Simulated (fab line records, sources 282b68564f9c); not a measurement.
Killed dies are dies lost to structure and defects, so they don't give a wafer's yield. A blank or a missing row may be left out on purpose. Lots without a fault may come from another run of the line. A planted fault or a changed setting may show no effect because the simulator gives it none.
Split-lot experiment | flow rit_cmos | 5 lots, 27 wafers read, on a route of 202 steps

THE SPLIT
At RIT_M1_METAL_ETCH_12 (etches Al in Cl2/BCl3, stops on SiO2, time 165 s, target depth 600 nm), the setting time_s was moved away from the recipe's 165 s on 12 of the 27 wafers read, by -51.9% to +54.3%. The other wafers ran this setting at the recipe's value.

FROM THE SPLIT TO THE READING: what the file shows between them, 2 steps
- RIT_M1_STRIP_13: strips in nmp, time 600 s
- RIT_M1_STRIP_14: strips in O2, time 180 s

THE READING
cd_nm, in nm, at RIT_M1_CD_MEAS_90 (target cd 2600 nm). Fault-free wafers of this fab line usually give 2599.5 nm, standard deviation 2.6 nm.

wafer  | tool, chamber at the split | time_s as run, s | against the recipe | cd_nm, nm | against lot-mates on the recipe
L075.1 | rie_metal-03, 1            | 210.6            | +27.6%             | 2592.9    | -5.9
L075.2 | rie_metal-03, 0            | 165              | recipe             | 2599.2    | -
L075.3 | rie_metal-03, 0            | 210.6            | +27.6%             | 2591.7    | -7.1
L075.4 | rie_metal-03, 1            | 210.6            | +27.6%             | 2592.1    | -6.7
L075.5 | rie_metal-03, 1            | 165              | recipe             | 2597.8    | -
L075.6 | rie_metal-03, 0            | 165              | recipe             | 2599.3    | -
L076.1 | rie_metal-02, 0            | 121.1            | -26.6%             | 2605.5    | +6.2
L076.2 | rie_metal-02, 1            | 121.1            | -26.6%             | 2604.9    | +5.6
L076.3 | rie_metal-02, 1            | 165              | recipe             | 2598.8    | -
L076.4 | rie_metal-02, 0            | 165              | recipe             | 2598.6    | -
L076.5 | rie_metal-02, 0            | 165              | recipe             | 2600.6    | -
L076.6 | rie_metal-02, 1            | 121.1            | -26.6%             | 2605.2    | +5.9
L081.1 | rie_metal-03, 1            | 254.6            | +54.3%             | 2582.4    | -12.7
L081.2 | rie_metal-03, 0            | 165              | recipe             | 2595.3    | -
L081.3 | rie_metal-03, 1            | 165              | recipe             | 2596.2    | -
L081.4 | rie_metal-03, 0            | 165              | recipe             | 2593.8    | -
L081.5 | rie_metal-03, 0            | 254.6            | +54.3%             | 2584.2    | -10.9
L081.6 | rie_metal-03, 1            | 254.6            | +54.3%             | 2583.2    | -11.9
L082.1 | rie_metal-02, 0            | 165              | recipe             | 2594.2    | -
L082.3 | rie_metal-02, 0            | 165              | recipe             | 2594.5    | -
L082.5 | rie_metal-02, 1            | 165              | recipe             | 2594.1    | -
L084.1 | rie_metal-03, 1            | 79.31            | -51.9%             | 2616.5    | +13.3
L084.2 | rie_metal-03, 1            | 79.31            | -51.9%             | 2614.5    | +11.3
L084.3 | rie_metal-03, 1            | 165              | recipe             | 2602.3    | -
L084.4 | rie_metal-03, 1            | 165              | recipe             | 2603.6    | -
L084.5 | rie_metal-03, 1            | 165              | recipe             | 2603.6    | -
L084.6 | rie_metal-03, 1            | 79.31            | -51.9%             | 2615.1    | +11.9

THE FIT
A straight line over all 27 wafers: cd_nm changes by -0.289 nm for each +1% of time_s; r = -0.95; the points scatter about the line by 2.8 nm.
The same after taking each lot's own level away (the mean of its wafers on the recipe; 27 wafers): -0.227 nm for each +1%; r = -0.99; scatter 0.75 nm.
On that fit, the largest move of time_s shifts the reading by 12 nm.
The lots' own levels span 2594.27 to 2603.17 nm, that is 3.4 times the standard deviation above.
So the lot-to-lot level changes the slope: the two fits differ.
Check: with one of the wafers moved furthest among these (+54.3%) left out of the fit, the line predicts -12.2 nm for it against its lot-mates. It came out at -12.7 nm against them.
Tool readings at the split's step, against how far the setting was moved: oes_product_au r = -0.83.

THE WHOLE CHAIN: every reading that the file lists as answering this split, in the file's order
step                 | what it does                                                          | reading                                                              | change (the file's fit)                                                              | r (the file's)
RIT_M1_METAL_ETCH_12 | etches Al in Cl2/BCl3, stops on SiO2, time 165 s, target depth 600 nm | oes_product_au                                                       | not straight: 1.006 at the lowest setting, 0.776 at the recipe, 0.749 at the highest | not given
RIT_M1_METAL_ETCH_12 | etches Al in Cl2/BCl3, stops on SiO2, time 165 s, target depth 600 nm | M1.feature_depth_nm (the simulator's own value, which no gauge read) | not straight: 293.6 at the lowest setting, 432.9 at the recipe, 449.1 at the highest | not given
RIT_M1_METAL_ETCH_12 | etches Al in Cl2/BCl3, stops on SiO2, time 165 s, target depth 600 nm | etch.depth_nm (the simulator's own value, which no gauge read)       | not straight: 293.6 at the lowest setting, 400.1 at the recipe, 397.3 at the highest | not given
RIT_M1_CD_MEAS_90    | target cd 2600 nm                                                     | cd_nm                                                                | -0.226 nm for each +1% of the setting                                                | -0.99

THE FILE'S OWN FIT
cd_nm changes by -0.226 nm for each +1% of time_s, r = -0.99.
